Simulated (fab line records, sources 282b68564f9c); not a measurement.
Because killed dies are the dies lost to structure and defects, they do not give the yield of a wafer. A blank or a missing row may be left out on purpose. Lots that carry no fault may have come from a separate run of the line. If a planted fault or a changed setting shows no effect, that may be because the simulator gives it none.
Check for tools in common -- flow rit-cmos -- Lots sampled 15, wafers sampled 45

WHAT PROMPTED THE OPENING
Of 15 lots, 3 have the reading PRETRO_TW flagged at RIT_PRETRO_TW_MEAS_10. Fault-free wafers read 473, with a standard deviation of 3.5.
Rule: a lot is flagged when every wafer of it that has a number lies more than 4 standard deviations from that mean, or none has a number. As for the other lots, they are considered sound.

lot,measured,on,"PRETRO_TW, wafer by wafer",flag
L773,day 2 08:19,film-metro-04,477 476 474,
L774,day 2 14:37,film-metro-01,473 474 476,
L775,day 2 21:01,film-metro-01,474 475 474,
L777,day 3 04:50,film-metro-01,469 469 470,
L779,day 3 18:01,film-metro-01,1055 1064 1061,FLAGGED
L780,day 3 19:20,film-metro-01,1067 1066 1065,FLAGGED
L781,day 4 00:13,film-metro-01,1061 1067 1060,FLAGGED
L786,day 5 01:04,film-metro-01,470 469 470,
L788,day 5 10:11,film-metro-02,478 476 481,
L789,day 5 16:55,film-metro-02,478 479 478,
L790,day 5 20:13,film-metro-04,474 473 475,
L791,day 6 01:10,film-metro-04,473 477 473,
L792,day 6 07:53,film-metro-01,472 478 473,
L794,day 6 17:43,film-metro-01,476 474 476,
L796,day 7 02:17,film-metro-04,476 475 477,
Flagged lots average 1063: +590 relative to the usual, that is +99 or more standard deviations.

TOOL THAT RAN EACH LOT
The record keeps 1 process step preceding the reading, out of 202 steps on the route. Cell contents, in order: the tool; ch with the chambers the sampled wafers went through; the start.
lot,flag,RIT_NRETRO_COAT_01
L773,,"litho-track-02 ch 0, day 2 05:25"
L774,,"litho-track-02 ch 0, day 2 11:26"
L775,,"litho-track-03 ch 0, day 2 17:33"
L777,,"litho-track-02 ch 0, day 3 01:56"
L779,FLAGGED,"litho-track-02, day 3 14:52"
L780,FLAGGED,"litho-track-02, day 3 16:05"
L781,FLAGGED,"litho-track-02, day 3 21:11"
L786,,"litho-track-02 ch 0, day 4 22:02"
L788,,"litho-track-04 ch 0, day 5 07:03"
L789,,"litho-track-02 ch 0, day 5 13:28"
L790,,"litho-track-04 ch 0, day 5 17:13"
L791,,"litho-track-04 ch 0, day 5 22:17"
L792,,"litho-track-04 ch 0, day 6 04:45"
L794,,"litho-track-02 ch 0, day 6 14:38"
L796,,"litho-track-04 ch 0, day 6 23:23"
What these steps do:
- RIT_NRETRO_COAT_01: resist thk 1300 nm.
- RIT_PRETRO_TW_MEAS_10

FLAGGED OVER TOTAL, TOOL BY TOOL (the gauges that took the reading come last)
step,tool,lots run,flagged,share of the flagged lots,sound lots run after its first flagged lot
RIT_NRETRO_COAT_01,litho-track-02,9,3,all,"3 (L786,L789,L794)"
RIT_NRETRO_COAT_01,litho-track-03,1,0,none,-
RIT_NRETRO_COAT_01,litho-track-04,5,0,none,-
RIT_PRETRO_TW_MEAS_10,film-metro-01,9,3,all,"3 (L786,L792,L794)"
RIT_PRETRO_TW_MEAS_10,film-metro-02,2,0,none,-
RIT_PRETRO_TW_MEAS_10,film-metro-04,4,0,none,-

WHAT THE TABLE PERMITS
Rows of the table that ran all the flagged lots, 2 in number: litho-track-02 at RIT_NRETRO_COAT_01; film-metro-01 at RIT_PRETRO_TW_MEAS_10.
- litho-track-02 at RIT_NRETRO_COAT_01: 3 of its 9 lots flagged. Lots that were sound ran on it after the first flagged one (L786, L789, L794); a persistent fault on the entire tool would not allow that. On the flagged lots its readings are blank where sound lots have values: chill-plate-temp-C, dispense-pressure-kPa.
- film-metro-01 at RIT_PRETRO_TW_MEAS_10: 3 of its 9 lots flagged. Lots that were sound ran on it after the first flagged one (L786, L792, L794); a persistent fault on the entire tool would not allow that.
None of the table's rows ran every flagged lot and, after the first, no sound lot.

WHAT WAS PUT IN BY THE SIMULATOR
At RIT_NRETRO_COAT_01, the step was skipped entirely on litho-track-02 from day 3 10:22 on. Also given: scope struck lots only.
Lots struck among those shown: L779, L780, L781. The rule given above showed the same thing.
